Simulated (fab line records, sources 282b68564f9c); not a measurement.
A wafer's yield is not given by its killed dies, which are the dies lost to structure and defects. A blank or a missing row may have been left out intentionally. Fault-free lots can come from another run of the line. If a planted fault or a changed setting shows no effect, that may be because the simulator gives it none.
fab line records / flow ritCmos
[record] lots = 15 wafers = 45 lastDay = 7
route steps=202 shown PWELL@42
lots that met no fault: taken from a fault-free run of the same line
startH: hours from the record's opening day to when the first of the lot's shown wafers began / waitH: hours elapsed since this lot's preceding step / " same as the row above / L1.1+2: a single row standing in for several wafers / - value missing, or start not given / * or withheld: withheld / < > ~ a bound
route shown NAME@n: names a module that has steps shown in the file, with the first one's number in the route / usual: mean/standard deviation taken from wafers without a fault / same: alike in all rows / chamber/n: place in a boat / sites: per-site readings / _std_site: how widely they spread, as a standard deviation / _edge_site: mean of outer sites minus mean of inner sites / radiusMm: for every site, how far away it sits from the centre of the wafer / mask NAME#n: copy n / behind: the tool/chamber that last shaped the wafer / hold: why the lot was held/for how many hours/how that ended / device: names the non-switching transistor (n, p or np) / end of line: the tests these same wafers got at the end of their route / a step with no rows: only its recipe / killed: at the first sort, the dies lost to defects and structure; wafer yield is something else / map: the dies of a wafer, with x for killed, . for not killed, _ for no die there
set.NAME: the run value of the setting; set.NAME@STEP: its run value at that earlier step / model.NAME: the simulator's own value behind a step, which no gauge read
route steps across a sampled set of lots; one table per step, one row per wafer
services: a tool's chamber out of use, with start hour (startH, from the record's first day; less than 0 if before it), hours out, and reason
[[steps]]
[step RIT_PWELL_EXPOSE_03]
[recipe] maskId = M3 na = 0.57 targetCdNm = 43700 doseMj = 250
lot.wafer=L245.4+5+6 tool=ilineStepper-02 chamber=0 startH=22.74 waitH=0.2 mask=M3#0
lot.wafer=L246.2+3+4 tool=ilineStepper-01 chamber=0 startH=26.79 waitH=0.2 mask=M3#0
lot.wafer=L247.2+3+4 tool=ilineStepper-01 chamber=0 startH=31.39 waitH=0.1 mask=M3#0
lot.wafer=L249.4+5+6 tool=ilineStepper-02 chamber=0 startH=42.35 waitH=0.2 mask=M3#0
lot.wafer=L250.2+4+5 tool=ilineStepper-01 chamber=0 startH=48.50 waitH=0.2 mask=M3#0
lot.wafer=L253.1+4+6 tool=ilineStepper-02 chamber=0 startH=61.60 waitH=0.2 mask=M3#0
lot.wafer=L254.2+5+6 tool=ilineStepper-02 chamber=0 startH=66.62 waitH=0.1 mask=M3#0
lot.wafer=L255.1+2+4 tool=ilineStepper-01 chamber=0 startH=73.09 waitH=0.2 mask=M3#0
lot.wafer=L256.1+5+6 tool=ilineStepper-01 chamber=0 startH=76.32 waitH=0.1 mask=M3#0
lot.wafer=L257.2+3+6 tool=ilineStepper-01 chamber=0 startH=82.42 waitH=0.1 mask=M3#0
lot.wafer=L258.1+2+3 tool=ilineStepper-02 chamber=0 startH=87.21 waitH=0.2 mask=M3#0
lot.wafer=L259.2+3+6 tool=ilineStepper-02 chamber=0 startH=92.24 waitH=0.1 mask=M3#0
lot.wafer=L261.2+5+6 tool=ilineStepper-02 chamber=0 startH=102.19 waitH=0.2 mask=M3#0
lot.wafer=L265.1+2+3 tool=ilineStepper-02 chamber=0 startH=123.30 waitH=0.2 mask=M3#0
lot.wafer=L266.2+4+5 tool=ilineStepper-02 chamber=0 startH=127.80 waitH=0.1 mask=M3#0
[step RIT_PWELL_OVL_MEAS_06]
[usual] PWELL_OVL = 0.5/1.4
lot.wafer=L245.4 tool=overlay-02 chamber=- startH=23.13 waitH=- PWELL_OVL[nm]=-0.3
lot.wafer=L245.5 tool=overlay-02 chamber=- startH=23.13 waitH=- PWELL_OVL[nm]=-0.7
lot.wafer=L245.6 tool=overlay-02 chamber=- startH=23.13 waitH=- PWELL_OVL[nm]=-1.8
lot.wafer=L246.2 tool=overlay-02 chamber=- startH=27.20 waitH=- PWELL_OVL[nm]=1.0
lot.wafer=L246.3 tool=overlay-02 chamber=- startH=27.20 waitH=- PWELL_OVL[nm]=-0.7
lot.wafer=L246.4 tool=overlay-02 chamber=- startH=27.20 waitH=- PWELL_OVL[nm]=-1.4
lot.wafer=L247.2 tool=overlay-02 chamber=- startH=31.81 waitH=- PWELL_OVL[nm]=-0.4
lot.wafer=L247.3 tool=overlay-02 chamber=- startH=31.81 waitH=- PWELL_OVL[nm]=-2.2
lot.wafer=L247.4 tool=overlay-02 chamber=- startH=31.81 waitH=- PWELL_OVL[nm]=-0.1
lot.wafer=L249.4 tool=overlay-02 chamber=- startH=42.74 waitH=- PWELL_OVL[nm]=2.4
lot.wafer=L249.5 tool=overlay-02 chamber=- startH=42.74 waitH=- PWELL_OVL[nm]=1.8
lot.wafer=L249.6 tool=overlay-02 chamber=- startH=42.74 waitH=- PWELL_OVL[nm]=2.2
lot.wafer=L250.2 tool=overlay-02 chamber=- startH=48.92 waitH=- PWELL_OVL[nm]=0.9
lot.wafer=L250.4 tool=overlay-02 chamber=- startH=48.92 waitH=- PWELL_OVL[nm]=-1.0
lot.wafer=L250.5 tool=overlay-02 chamber=- startH=48.92 waitH=- PWELL_OVL[nm]=1.6
lot.wafer=L253.1 tool=overlay-02 chamber=- startH=62.03 waitH=- PWELL_OVL[nm]=0.9
lot.wafer=L253.4 tool=overlay-02 chamber=- startH=62.03 waitH=- PWELL_OVL[nm]=-0.6
lot.wafer=L253.6 tool=overlay-02 chamber=- startH=62.03 waitH=- PWELL_OVL[nm]=-0.2
lot.wafer=L254.2 tool=overlay-02 chamber=- startH=67.04 waitH=- PWELL_OVL[nm]=-0.8
lot.wafer=L254.5 tool=overlay-02 chamber=- startH=67.04 waitH=- PWELL_OVL[nm]=-0.6
lot.wafer=L254.6 tool=overlay-02 chamber=- startH=67.04 waitH=- PWELL_OVL[nm]=-1.6
lot.wafer=L255.1 tool=overlay-02 chamber=- startH=73.52 waitH=- PWELL_OVL[nm]=0.6
lot.wafer=L255.2 tool=overlay-02 chamber=- startH=73.52 waitH=- PWELL_OVL[nm]=0.9
lot.wafer=L255.4 tool=overlay-02 chamber=- startH=73.52 waitH=- PWELL_OVL[nm]=1.5
lot.wafer=L256.1 tool=overlay-02 chamber=- startH=76.75 waitH=- PWELL_OVL[nm]=0.2
lot.wafer=L256.5 tool=overlay-02 chamber=- startH=76.75 waitH=- PWELL_OVL[nm]=0.7
lot.wafer=L256.6 tool=overlay-02 chamber=- startH=76.75 waitH=- PWELL_OVL[nm]=0.8
lot.wafer=L257.2 tool=overlay-01 chamber=- startH=82.83 waitH=- PWELL_OVL[nm]=-1.2
lot.wafer=L257.3 tool=overlay-01 chamber=- startH=82.83 waitH=- PWELL_OVL[nm]=-0.7
lot.wafer=L257.6 tool=overlay-01 chamber=- startH=82.83 waitH=- PWELL_OVL[nm]=0.0
lot.wafer=L258.1 tool=overlay-02 chamber=- startH=87.64 waitH=- PWELL_OVL[nm]=-0.2
lot.wafer=L258.2 tool=overlay-02 chamber=- startH=87.64 waitH=- PWELL_OVL[nm]=2.2
lot.wafer=L258.3 tool=overlay-02 chamber=- startH=87.64 waitH=- PWELL_OVL[nm]=0.8
lot.wafer=L259.2 tool=overlay-02 chamber=- startH=92.66 waitH=- PWELL_OVL[nm]=1.2
lot.wafer=L259.3 tool=overlay-02 chamber=- startH=92.66 waitH=- PWELL_OVL[nm]=0.2
lot.wafer=L259.6 tool=overlay-02 chamber=- startH=92.66 waitH=- PWELL_OVL[nm]=0.8
lot.wafer=L261.2 tool=overlay-01 chamber=- startH=102.60 waitH=- PWELL_OVL[nm]=361.3
lot.wafer=L261.5 tool=overlay-01 chamber=- startH=102.60 waitH=- PWELL_OVL[nm]=364.1
lot.wafer=L261.6 tool=overlay-01 chamber=- startH=102.60 waitH=- PWELL_OVL[nm]=362.6
lot.wafer=L265.1 tool=overlay-01 chamber=- startH=123.73 waitH=- PWELL_OVL[nm]=360.7
lot.wafer=L265.2 tool=overlay-01 chamber=- startH=123.73 waitH=- PWELL_OVL[nm]=363.4
lot.wafer=L265.3 tool=overlay-01 chamber=- startH=123.73 waitH=- PWELL_OVL[nm]=360.6
lot.wafer=L266.2 tool=overlay-01 chamber=- startH=128.22 waitH=- PWELL_OVL[nm]=361.9
lot.wafer=L266.4 tool=overlay-01 chamber=- startH=128.22 waitH=- PWELL_OVL[nm]=360.8
lot.wafer=L266.5 tool=overlay-01 chamber=- startH=128.22 waitH=- PWELL_OVL[nm]=364.5
[[services]]
tool=ilineStepper-02 chamber=0 startH=34.41 hours=- kind=calibration
tool=ilineStepper-02 chamber=- startH=70.30 hours=1.7 kind=pm
tool=ilineStepper-01 chamber=0 startH=77.58 hours=- kind=calibration
tool=ilineStepper-02 chamber=- startH=109.03 hours=2.4 kind=repair
tool=ilineStepper-02 chamber=- startH=127.35 hours=- kind=consumableReplace:lamp
[[key]]
[firstSign] step = RIT_PWELL_OVL_MEAS_06 reading = PWELL_OVL direction = up sigmas = 99+ usual = 0.5 struck = 362.2
effect none on later readings
metAt RIT_PWELL_EXPOSE_03
struckLots L261,L265,L266
testerLeftOut L261,L265,L266
onsetBetween 92.24 102.19
alsoFits time
[fault] kind = scannerMatchingOverlay tool = ilineStepper-02 chamber = - onsetH = 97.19 steps = RIT_PWELL_EXPOSE_03 offset = 360
// testerLeftOut: of these lots the tester's yield and bins aren't shown, on N5 and GAA mostly nor the transistor test; their killed dies are dies lost to structure and defects alone, not to doping, threshold or leakage, so they don't give the yield
